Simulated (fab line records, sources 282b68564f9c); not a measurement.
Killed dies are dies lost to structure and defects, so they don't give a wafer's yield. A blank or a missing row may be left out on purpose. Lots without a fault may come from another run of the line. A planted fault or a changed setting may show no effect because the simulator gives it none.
fab line records | flow rit_cmos
record lots=14 wafers=42 last_day=8
route steps=202 shown ACTIVE@1 NRETRO@63 GATE@93
lots that met no fault: from a run of the same line without faults
start_h: hours from the record's first day to the start of the lot's first wafer shown | wait_h: hours since the lot's step before | " the same as in the row above | L1.1+2: a row that stands for several wafers | - no value, or no start given | * or withheld: withheld | < > ~ a bound
route shown NAME@n: a module of which the file shows steps, and the number in the route of the first | usual: mean/standard deviation of fault-free wafers | same: alike in all rows | chamber/n: place in a boat | sites: the reading at each site | _std_site: their standard deviation | _edge_site: outer sites' mean less inner sites' | radius_mm: how far each site lies from the wafer's centre | mask NAME#n: copy n | behind: the tool/chamber that last shaped the wafer | hold: why the lot was held/for how many hours/how that ended | device: the transistor (n, p or np) that didn't switch | end of line: the same wafers' tests at the end of the route | a step without rows: its recipe alone | killed: dies lost to structure and defects at the first sort, not the wafer's yield | map: a wafer's dies, x killed, . not, _ none there
set.NAME: the setting as run; set.NAME@STEP: as run at that earlier step | model.NAME: the simulator's own value behind a step, which no gauge read
steps of the route over a sample of lots; a table a step, a row a wafer
services: from which hour (start_h, from the record's first day; less than 0 if before it) a tool's chamber was out of use, for how many hours, and why
## steps
# step RIT_ACTIVE_BOW_MEAS_00
# recipe mode=bow
# usual INCOMING_BOW=0/6.2
# columns lot.wafer tool chamber start_h wait_h INCOMING_BOW[um]
L137.1 film_metro-02 - 10.00 - 0
L137.4 " - " " 6
L137.5 " - " " -3
L139.1 film_metro-02 - 20.04 - -4
L139.2 " - " " 0
L139.3 " - " " 13
L140.2 film_metro-01 - 25.02 - 7
L140.3 " - " " 3
L140.5 " - " " -9
L142.4 film_metro-02 - 35.06 - -10
L142.5 " - " " 2
L142.6 " - " " -2
L143.1 film_metro-02 - 40.00 - 0
L143.4 " - " " 0
L143.6 " - " " 0
L144.3 film_metro-01 - 45.04 - -1
L144.5 " - " " 2
L144.6 " - " " -1
L145.3 film_metro-02 - 50.04 - -5
L145.5 " - " " -5
L145.6 " - " " 11
L147.1 film_metro-02 - 60.00 - 7
L147.2 " - " " 5
L147.5 " - " " 5
L152.1 film_metro-01 - 85.00 - -12
L152.2 " - " " -6
L152.3 " - " " 2
L153.1 film_metro-02 - 90.00 - 13
L153.3 " - " " -3
L153.5 " - " " -2
L155.1 film_metro-01 - 100.00 - 1
L155.2 " - " " -1
L155.5 " - " " 8
L156.1 film_metro-02 - 105.00 - 13
L156.4 " - " " 10
L156.5 " - " " 2
L158.1 film_metro-02 - 115.00 - -6
L158.5 " - " " 1
L158.6 " - " " 11
L160.2 film_metro-02 - 125.02 - -2
L160.4 " - " " -5
L160.5 " - " " -5
# step RIT_NRETRO_TW_MEAS_10
# usual NRETRO_TW=1057/5.3
# columns lot.wafer tool chamber start_h wait_h NRETRO_TW
L137.1 film_metro-01 - 33.11 0.1 1070
L137.4 " - " " 1068
L137.5 " - " " 1063
L139.1 film_metro-01 - 47.96 0.1 1061
L139.2 " - " " 1063
L139.3 " - " " 1059
L140.2 film_metro-01 - 50.58 0.1 1050
L140.3 " - " " 1060
L140.5 " - " " 1056
L142.4 film_metro-02 - 62.75 0.1 1057
L142.5 " - " " 1051
L142.6 " - " " 1056
L143.1 film_metro-02 - 65.38 0.1 1047
L143.4 " - " " 1056
L143.6 " - " " 1059
L144.3 film_metro-01 - 71.46 0.1 1051
L144.5 " - " " 1042
L144.6 " - " " 1053
L145.3 film_metro-01 - 75.53 0.1 1057
L145.5 " - " " 1056
L145.6 " - " " 1062
L147.1 film_metro-01 - 86.57 0.1 1066
L147.2 " - " " 1064
L147.5 " - " " 1059
L152.1 film_metro-01 - 109.27 0.1 1061
L152.2 " - " " 1055
L152.3 " - " " 1059
L153.1 film_metro-02 - 114.45 0.1 1055
L153.3 " - " " 1051
L153.5 " - " " 1061
L155.1 film_metro-02 - 122.44 0.1 1058
L155.2 " - " " 1057
L155.5 " - " " 1047
L156.1 film_metro-01 - 126.26 0.1 1060
L156.4 " - " " 1052
L156.5 " - " " 1058
L158.1 film_metro-02 - 138.15 0.1 1056
L158.5 " - " " 1051
L158.6 " - " " 1050
L160.2 film_metro-01 - 148.32 0.1 1060
L160.4 " - " " 1063
L160.5 " - " " 1059
# step RIT_GATE_OVL_MEAS_17
# usual GATE_OVL=-1.2/1.5
# columns lot.wafer tool chamber start_h wait_h GATE_OVL[nm]
L137.1 overlay-01 - 47.15 0.1 2.2
L137.4 " - " " 1.6
L137.5 " - " " 2.7
L139.1 overlay-01 - 56.94 0.1 -3.0
L139.2 " - " " -1.2
L139.3 " - " " -2.9
L140.2 overlay-01 - 60.22 0.1 -3.3
L140.3 " - " " -0.7
L140.5 " - " " -1.3
L142.4 overlay-02 - 72.03 0.1 -3.0
L142.5 " - " " -0.6
L142.6 " - " " 0.8
L143.1 overlay-01 - 73.98 0.1 -3.3
L143.4 " - " " -1.2
L143.6 " - " " -1.4
L144.3 overlay-01 - 81.90 0.1 -2.6
L144.5 " - " " 0.4
L144.6 " - " " 0.9
L145.3 overlay-01 - 83.41 0.1 -1.2
L145.5 " - " " -0.2
L145.6 " - " " -2.2
L147.1 overlay-01 - 93.23 0.1 -1.9
L147.2 " - " " -1.4
L147.5 " - " " -2.7
L152.1 overlay-01 - 117.40 0.1 -1.3
L152.2 " - " " -2.5
L152.3 " - " " -3.1
L153.1 overlay-02 - 122.00 0.1 -0.9
L153.3 " - " " -1.6
L153.5 " - " " -1.9
L155.1 overlay-01 - 131.56 0.1 1.1
L155.2 " - " " -2.4
L155.5 " - " " 1.5
L156.1 overlay-01 - 133.27 0.1 0.0
L156.4 " - " " 1.3
L156.5 " - " " 2.1
L158.1 overlay-02 - 146.15 0.1 -2.1
L158.5 " - " " -2.0
L158.6 " - " " -3.0
L160.2 overlay-02 - 161.92 0.1 -0.2
L160.4 " - " " -1.4
L160.5 " - " " -0.7
# step RIT_GATE_ETCH_19
# recipe chemistry=SF6/CHF3/O2 time_s=165 SF6_flow_sccm=30 CHF3_flow_sccm=30 O2_flow_sccm=5 target=poly-Si pressure_mtorr=40 rf_w=160 target_depth_a=3125 over_etch_frac=0.25 stop_on=SiO2
# usual O2_flow_sccm=4.999/0.016 drypump_motor_current_A=5.5/0.58 oes_product_au=0.845/0.012 over_etch_frac=0.25/0 throttle_valve_pct=10.24/0.16
# columns lot.wafer tool chamber start_h wait_h O2_flow_sccm drypump_motor_current_A oes_product_au over_etch_frac rf_hours_counter_h throttle_valve_pct
L137.1 rie_si-02 0 47.41 0.1 4.975 6.4 0.844 0.25 63 10.04
L137.4 " 2 " " 5.017 5.4 0.839 0.25 93 10.42
L137.5 " 1 " " 4.994 5.2 0.840 0.25 - 10.01
L139.1 rie_si-02 2 57.24 0.1 5.010 5.4 0.846 0.25 93 10.40
L139.2 " 0 " " 4.990 6.4 0.853 0.25 63 10.03
L139.3 " 3 " " 4.982 5.0 0.835 0.25 158 10.50
L140.2 rie_si-01 1 60.40 0.1 5.007 4.6 0.847 0.25 2 10.29
L140.3 " 0 " " 5.007 6.1 0.845 0.25 156 10.28
L140.5 " 0 " " 4.999 6.1 0.846 0.25 - 10.28
L142.4 rie_si-01 3 72.19 0.1 4.993 5.2 0.830 0.25 0 10.39
L142.5 " 0 " " 5.004 6.1 0.847 0.25 - 10.28
L142.6 " 3 " " 5.011 5.2 0.817 0.25 - 10.36
L143.1 rie_si-02 2 74.50 0.1 4.992 5.4 0.837 0.25 93 10.42
L143.4 " 0 " " 4.980 6.4 0.845 0.25 63 10.04
L143.6 " 0 " " 4.972 6.4 0.846 0.25 - 10.03
L144.3 rie_si-01 1 82.20 0.1 4.979 4.6 0.847 0.25 3 10.26
L144.5 " 2 " " 5.010 6.0 0.868 0.25 - 10.08
L144.6 " 1 " " 4.998 4.6 0.839 0.25 - 10.26
L145.3 rie_si-02 2 83.58 0.1 4.984 5.4 0.843 0.25 93 10.40
L145.5 " 0 " " 5.012 6.4 0.840 0.25 - 10.04
L145.6 " 3 " " 5.003 5.0 0.826 0.25 - 10.47
L147.1 rie_si-02 2 93.61 0.1 4.998 5.4 0.842 0.25 93 10.41
L147.2 " 0 " " 4.990 6.4 0.853 0.25 64 10.02
L147.5 " 1 " " 4.993 5.2 0.844 0.25 - 10.01
L152.1 rie_si-01 3 117.58 0.1 5.001 5.2 0.827 0.25 1 10.38
L152.2 " 0 " " 4.988 6.1 0.872 0.25 0 10.29
L152.3 " 1 " " 5.030 4.6 0.847 0.25 3 10.26
L153.1 rie_si-02 3 122.27 0.1 4.987 5.1 0.950 0.05 0 10.48
L153.3 " 1 " " 5.040 5.2 0.852 0.25 17 10.02
L153.5 " 0 " " 4.989 6.4 0.847 0.25 - 10.04
L155.1 rie_si-02 0 131.74 0.1 4.972 6.4 0.852 0.25 64 10.03
L155.2 " 2 " " 4.981 5.4 0.849 0.25 94 10.40
L155.5 " 3 " " 5.011 5.1 0.950 0.05 - 10.47
L156.1 rie_si-01 0 133.45 0.1 4.996 6.1 0.870 0.25 0 10.29
L156.4 " 1 " " 5.004 4.6 0.847 0.25 3 10.29
L156.5 " 2 " " 4.998 6.0 0.862 0.25 - 10.10
L158.1 rie_si-01 1 146.34 0.1 5.017 4.6 0.841 0.25 3 10.27
L158.5 " 0 " " 4.998 6.1 0.868 0.25 - 10.28
L158.6 " 3 " " 4.986 5.2 0.825 0.25 - 10.37
L160.2 rie_si-01 3 162.10 0.1 5.032 5.2 0.823 0.25 1 10.35
L160.4 " 0 " " 5.007 6.1 0.868 0.25 0 10.28
L160.5 " 2 " " 4.984 6.0 0.857 0.25 - 10.07
## services
# columns tool chamber start_h hours kind
rie_si-02 - 45.84 0.2 repair
rie_si-01 3 54.15 - clean
rie_si-01 3 54.15 14.9 scheduled_down
rie_si-01 3 54.15 14.9 vent_cycle
rie_si-02 1 79.75 7.3 repair
rie_si-01 0 84.89 - clean
rie_si-01 0 84.89 18.5 scheduled_down
rie_si-01 0 84.89 18.5 vent_cycle
rie_si-02 3 90.35 8.8 repair
rie_si-02 3 99.19 - clean
rie_si-02 3 99.19 22.9 scheduled_down
rie_si-02 3 99.19 22.9 vent_cycle
## key
first_sign step=RIT_GATE_ETCH_19 reading=over_etch_frac direction=down sigmas=99+ usual=0.25 struck=0.05
effect step=RIT_GATE_ETCH_19 reading=oes_product_au direction=up sigmas=8.5 usual=0.845 struck=0.950
met_at RIT_GATE_ETCH_19
struck_lots L153,L155
struck_wafers L153.1,L155.5
sort_left_out L153.1,L155.5
tester_left_out L153,L155
not_acting_at RIT_ACTIVE_BOW_MEAS_00,RIT_NRETRO_TW_MEAS_10,RIT_GATE_OVL_MEAS_17
onset_between 83.58 122.27
fault kind=process_parameter_drift tool=rie_si-02 chamber=3 onset_h=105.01 steps=RIT_GATE_ETCH_19 channel=over_etch_frac offset=-0.2 shape=step end_h=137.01 stated=0.25
# tester_left_out: of these lots the tester's yield and bins aren't shown, on N5 and GAA mostly nor the transistor test; their killed dies are dies lost to structure and defects alone, not to doping, threshold or leakage, so they don't give the yield
# sort_left_out: the simulated sort isn't trusted on such a fault, so these wafers' sort isn't shown, and their yield isn't known
